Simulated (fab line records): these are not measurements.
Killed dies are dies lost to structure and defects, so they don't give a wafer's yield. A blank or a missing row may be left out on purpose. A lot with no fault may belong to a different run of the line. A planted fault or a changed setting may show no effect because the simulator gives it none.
fab line records    flow ritCmos
[record] lots = 14  wafers = 42  lastDay = 7
route steps=202 shown FOX2@23 M1@202
lots that met no fault: from a run of the same line without faults
startH: the number of hours between the record's first day and the start of the first shown wafer of the lot    waitH: hours since the lot's step before    " same as the row above    L1.1+2: several wafers, shown together as one row    - no value, or no start was given    * or withheld: withheld    < > ~ a bound
route shown NAME@n: a module of which the file shows steps, and the number in the route of the first    usual: average and standard deviation across the fault-free wafers    same: alike in all rows    chamber/n: place in a boat    sites: each site's reading    _std_site: standard deviation of those values    _edge_site: inner sites' mean taken away from outer sites' mean    radiusMm: for every site, how far away it sits from the centre of the wafer    mask NAME#n: copy n    behind: the last tool/chamber to shape the wafer    hold: what put the lot on hold/how long, in hours/how the hold closed    device: the transistor (n, p or np) that didn't switch    end of line: the tests these same wafers got at the end of their route    a step given without rows: its recipe and nothing more    killed: count of dies lost to structure and defects at first sort (not the wafer's yield)    map: per-die view of a wafer (x killed, . not killed, _ where there is no die)
set.NAME: the setting the step ran with; set.NAME@STEP: the setting that earlier step ran with    model.NAME: the simulator's own value behind a step, which no gauge read
steps of the route over a sample of lots; a table a step, a row a wafer
services: from which hour (startH, from the record's first day; less than 0 if before it) a tool's chamber was out of use, for how many hours, and why
[[steps]]
[step RIT_FOX2_OXIDATION_00]
[recipe] tempC = 1100  ambient = H2O  targetThkA = 3507  pH2oTorr = 720  oxTimeS = 1130
lot.wafer   tool        chamber  startH  waitH
L240.1+3+4  furnace-01  0        17.17   0.0
L241.2+4+5  furnace-01  0        24.09   0.0
L242.1+3+6  furnace-03  0        29.56   0.0
L243.3+4+6  furnace-03  0        33.88   0.6
L244.1+4+5  furnace-04  0        40.10   0.9
L246.2+4+5  furnace-03  0        48.98   0.0
L246.2+4+5  furnace-01  0        50.88   0.6
L247.2+5+6  furnace-03  0        54.33   0.0
L248.4+5+6  furnace-01  0        59.42   0.4
L249.1+2+4  furnace-03  0        63.92   0.0
L249.1+2+4  furnace-04  0        65.46   0.2
L257.1+4+6  furnace-03  0        105.00  1.8
L260.1+2+5  furnace-03  0        119.68  0.0
L261.3+4+6  furnace-04  0        126.27  0.8
L262.2+3+5  furnace-04  0        129.09  0.1
L263.2+5+6  furnace-01  0        132.76  0.0
[step RIT_FOX2_THK_MEAS_01]
[recipe] reads = SiO2_of_FOX2_OXIDATION_00
[usual] FOX2_OXIDE_THK = 352/5.9
lot.wafer  tool          chamber  startH  waitH  FOX2_OXIDE_THK[nm]
L240.1     filmMetro-03  -        18.48   0.0    346
L240.3     "             -        "       "      345
L240.4     "             -        "       "      356
L241.2     filmMetro-03  -        25.41   0.0    361
L241.4     "             -        "       "      359
L241.5     "             -        "       "      361
L242.1     filmMetro-04  -        30.88   0.0    350
L242.3     "             -        "       "      359
L242.6     "             -        "       "      357
L243.3     filmMetro-04  -        35.22   0.0    358
L243.4     "             -        "       "      354
L243.6     "             -        "       "      354
L244.1     filmMetro-04  -        41.42   0.0    344
L244.4     "             -        "       "      347
L244.5     "             -        "       "      350
L246.2     filmMetro-02  -        52.21   0.0    534
L246.4     "             -        "       "      532
L246.5     "             -        "       "      538
L247.2     filmMetro-02  -        55.66   0.0    346
L247.5     "             -        "       "      344
L247.6     "             -        "       "      341
L248.4     filmMetro-04  -        60.76   0.0    359
L248.5     "             -        "       "      363
L248.6     "             -        "       "      362
L249.1     filmMetro-04  -        67.42   0.6    525
L249.2     "             -        "       "      528
L249.4     "             -        "       "      517
L257.1     filmMetro-03  -        106.31  0.0    350
L257.4     "             -        "       "      348
L257.6     "             -        "       "      351
L260.1     filmMetro-02  -        120.99  0.0    351
L260.2     "             -        "       "      353
L260.5     "             -        "       "      357
L261.3     filmMetro-02  -        127.60  0.0    356
L261.4     "             -        "       "      354
L261.6     "             -        "       "      350
L262.2     filmMetro-04  -        130.41  0.0    348
L262.3     "             -        "       "      345
L262.5     "             -        "       "      346
L263.2     filmMetro-03  -        134.08  0.0    355
L263.5     "             -        "       "      349
L263.6     "             -        "       "      353
[step RIT_FOX2_THK_MEAS_90]
[recipe] reads = SiO2_of_FOX2_OXIDATION_00
[usual] FIELD_OXIDE_LEFT_1_THK = 325/6
lot.wafer  tool          chamber  startH  waitH  FIELD_OXIDE_LEFT_1_THK[nm]
L240.1     filmMetro-04  -        19.36   0.0    319
L240.3     "             -        "       "      317
L240.4     "             -        "       "      329
L241.2     filmMetro-03  -        26.29   0.0    334
L241.4     "             -        "       "      331
L241.5     "             -        "       "      334
L242.1     filmMetro-04  -        31.75   0.0    323
L242.3     "             -        "       "      332
L242.6     "             -        "       "      330
L243.3     filmMetro-04  -        36.16   0.0    331
L243.4     "             -        "       "      326
L243.6     "             -        "       "      327
L244.1     filmMetro-03  -        42.30   0.0    317
L244.4     "             -        "       "      319
L244.5     "             -        "       "      322
L246.2     filmMetro-03  -        53.08   0.0    506
L246.4     "             -        "       "      504
L246.5     "             -        "       "      510
L247.2     filmMetro-03  -        56.60   0.0    318
L247.5     "             -        "       "      316
L247.6     "             -        "       "      313
L248.4     filmMetro-02  -        61.64   0.0    331
L248.5     "             -        "       "      335
L248.6     "             -        "       "      335
L249.1     filmMetro-03  -        68.31   0.0    498
L249.2     "             -        "       "      502
L249.4     "             -        "       "      490
L257.1     filmMetro-02  -        107.26  0.0    323
L257.4     "             -        "       "      321
L257.6     "             -        "       "      323
L260.1     filmMetro-04  -        121.87  0.0    324
L260.2     "             -        "       "      325
L260.5     "             -        "       "      329
L261.3     filmMetro-02  -        128.48  0.0    328
L261.4     "             -        "       "      326
L261.6     "             -        "       "      322
L262.2     filmMetro-02  -        131.29  0.0    320
L262.3     "             -        "       "      318
L262.5     "             -        "       "      318
L263.2     filmMetro-02  -        134.96  0.0    328
L263.5     "             -        "       "      322
L263.6     "             -        "       "      325
[step RIT_FOX2_THK_MEAS_91]
[recipe] reads = SiO2_of_FOX2_OXIDATION_00
[usual] FIELD_OXIDE_LEFT_2_THK = 257/5.8
lot.wafer  tool          chamber  startH  waitH  FIELD_OXIDE_LEFT_2_THK[nm]
L240.1     filmMetro-03  -        32.19   0.0    251
L240.3     "             -        "       "      248
L240.4     "             -        "       "      260
L241.2     filmMetro-02  -        38.95   0.0    266
L241.4     "             -        "       "      264
L241.5     "             -        "       "      266
L242.1     filmMetro-02  -        44.72   0.0    254
L242.3     "             -        "       "      263
L242.6     "             -        "       "      261
L243.3     filmMetro-03  -        49.92   0.0    263
L243.4     "             -        "       "      258
L243.6     "             -        "       "      259
L244.1     filmMetro-02  -        55.01   0.0    249
L244.4     "             -        "       "      251
L244.5     "             -        "       "      255
L246.2     filmMetro-03  -        67.01   0.1    437
L246.4     "             -        "       "      435
L246.5     "             -        "       "      442
L247.2     filmMetro-02  -        69.02   0.0    251
L247.5     "             -        "       "      248
L247.6     "             -        "       "      246
L248.4     filmMetro-02  -        74.25   0.0    263
L248.5     "             -        "       "      267
L248.6     "             -        "       "      267
L249.1     filmMetro-02  -        81.96   0.0    429
L249.2     "             -        "       "      432
L249.4     "             -        "       "      421
L257.1     filmMetro-03  -        119.94  0.0    255
L257.4     "             -        "       "      254
L257.6     "             -        "       "      257
L260.1     filmMetro-02  -        135.44  0.0    256
L260.2     "             -        "       "      258
L260.5     "             -        "       "      261
L261.3     filmMetro-04  -        141.22  0.0    260
L261.4     "             -        "       "      258
L261.6     "             -        "       "      255
L262.2     filmMetro-03  -        144.00  0.0    252
L262.3     "             -        "       "      249
L262.5     "             -        "       "      250
L263.2     filmMetro-03  -        147.65  0.0    260
L263.5     "             -        "       "      254
L263.6     "             -        "       "      258
[step RIT_M1_PROBE_99]
[usual] killed_at_M0_to_M3 = 0.0/0.12  killedAtContacts = 0.1/0.25  killedAtFrontEnd = 6.3/2.9  killedDies = 6.4/2.8  killedOpen = 3.3/2  killedShort = 3.1/2
[same] grossDies = 264  killed_at_M4_up = 0  killedAtBackSide = 0  killedAtOther = 0
lot.wafer  tool       chamber  startH  waitH  killed_at_M0_to_M3  killedAtContacts  killedAtFrontEnd  killedDies  killedOpen  killedShort
L246.2     prober-01  -        95.13   0.1    0                   0                 2                 2           1           1
L246.4     prober-01  -        95.23   0.2    0                   0                 8                 8           5           3
L246.5     prober-01  -        95.28   0.2    0                   0                 3                 3           1           2
L249.1     prober-02  -        113.76  0.1    0                   0                 3                 3           2           1
L249.2     prober-02  -        113.81  0.1    0                   0                 5                 5           2           3
L249.4     prober-02  -        113.91  0.2    0                   0                 4                 4           3           1
// killed by level:class
L246.2 GATE:geometricParticle:open=1 REOX:geometricParticle:short=1
L246.4 GATE:geometricParticle:open=2 REOX:geometricParticle:open=2 FOX1:geometricParticle:open=1 FOX2:geometricParticle:short=1 GATE:geometricParticle:short=1 REOX:geometricParticle:short=1
L246.5 FOX2:geometricParticle:short=2 REOX:geometricParticle:open=1
L249.1 FOX1:geometricParticle:short=1 GATE:geometricParticle:open=1 REOX:geometricParticle:open=1
L249.2 FOX1:geometricParticle:short=2 FOX1:geometricParticle:open=1 GATE:geometricParticle:short=1 REOX:geometricParticle:open=1
L249.4 SPACER:geometricParticle:open=2 FOX1:geometricParticle:short=1 GATE:geometricParticle:open=1
[[services]]
tool        chamber  startH  hours  kind
furnace-01  -        67.00   3.4    pm
furnace-04  -        103.07  3.6    pm
furnace-01  -        121.14  2.8    pm
[[key]]
[firstSign] step = RIT_FOX2_OXIDATION_00  reading = visit  direction = added
[effect] step = RIT_FOX2_THK_MEAS_01  reading = FOX2_OXIDE_THK  direction = up  sigmas = 30  usual = 352  struck = 529
[effect] step = RIT_FOX2_THK_MEAS_90  reading = FIELD_OXIDE_LEFT_1_THK  direction = up  sigmas = 30  usual = 325  struck = 502
[effect] step = RIT_FOX2_THK_MEAS_91  reading = FIELD_OXIDE_LEFT_2_THK  direction = up  sigmas = 30  usual = 257  struck = 433
metAt RIT_FOX2_OXIDATION_00
struckLots L246,L249
testerLeftOut L246,L249
[fault] kind = repeatedStepWhole  tool = furnace-01,furnace-03,furnace-04  chamber = -  onsetH = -  steps = RIT_FOX2_OXIDATION_00  times = 1  scope = struckLotsOnly
// testerLeftOut: of these lots the tester's yield and bins aren't shown, on N5 and GAA mostly nor the transistor test; their killed dies are dies lost to structure and defects alone, not to doping, threshold or leakage, so they don't give the yield
